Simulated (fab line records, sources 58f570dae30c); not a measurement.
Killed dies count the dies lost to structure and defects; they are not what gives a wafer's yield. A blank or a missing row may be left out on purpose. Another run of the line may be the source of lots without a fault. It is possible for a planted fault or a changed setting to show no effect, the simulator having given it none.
What tool caused it? || flow berkeley-cmos170 || 7 lots (21 wafers sampled), 1 step of a 331-step route

WHAT THE GAUGES SHOWED, per wafer
UCB170_NWELL_THK_MEAS_05.
{"lot": "L147", "measured": "day 3 01:45", "on": "film-metro-01", "NWELL_NITRIDE_THK (nm)": "225.5 226.4 222.8"}
{"lot": "L151", "measured": "day 3 08:46", "on": "film-metro-03", "NWELL_NITRIDE_THK (nm)": "222.2 223.2 224.2"}
{"lot": "L153", "measured": "day 3 21:21", "on": "film-metro-02", "NWELL_NITRIDE_THK (nm)": "227.1 226.8 226.3"}
{"lot": "L155", "measured": "day 4 04:23", "on": "film-metro-03", "NWELL_NITRIDE_THK (nm)": "223.8 222.6 224.8"}
{"lot": "L159", "measured": "day 4 17:59", "on": "film-metro-03", "NWELL_NITRIDE_THK (nm)": "224.5 225.0 224.5"}
{"lot": "L162", "measured": "day 5 13:35", "on": "film-metro-02", "NWELL_NITRIDE_THK (nm)": "225.9 223.9 225.1"}
{"lot": "L164", "measured": "day 6 02:02", "on": "film-metro-01", "NWELL_NITRIDE_THK (nm)": "226.0 225.6 224.2"}

TOOL THAT RAN EACH LOT (tool first, then ch and the chambers of the sampled wafers, then the start)
The record shows no process step preceding these readings.

THE ANSWER, worked out from the rows above alone
Rule: the usual values come from the lots themselves. The widest of any qualifying gaps counts: lots, ordered by their means at a reading, are off when they make up no more than a third of the lots, leave a main group of 4 or more, and stand apart from it by 3 or more times the standard deviation of that group's means. A main group is skipped when, at the precision printed for the reading in the tables above, its means are all equal. A lot without any number at a reading at which 4 lots or more have one is off too. Any other lot the step has rows for is counted as sound.
No lot is off on any of the readings shown, so nothing can be concluded from this.

WHAT THE SIMULATOR HAD INSERTED
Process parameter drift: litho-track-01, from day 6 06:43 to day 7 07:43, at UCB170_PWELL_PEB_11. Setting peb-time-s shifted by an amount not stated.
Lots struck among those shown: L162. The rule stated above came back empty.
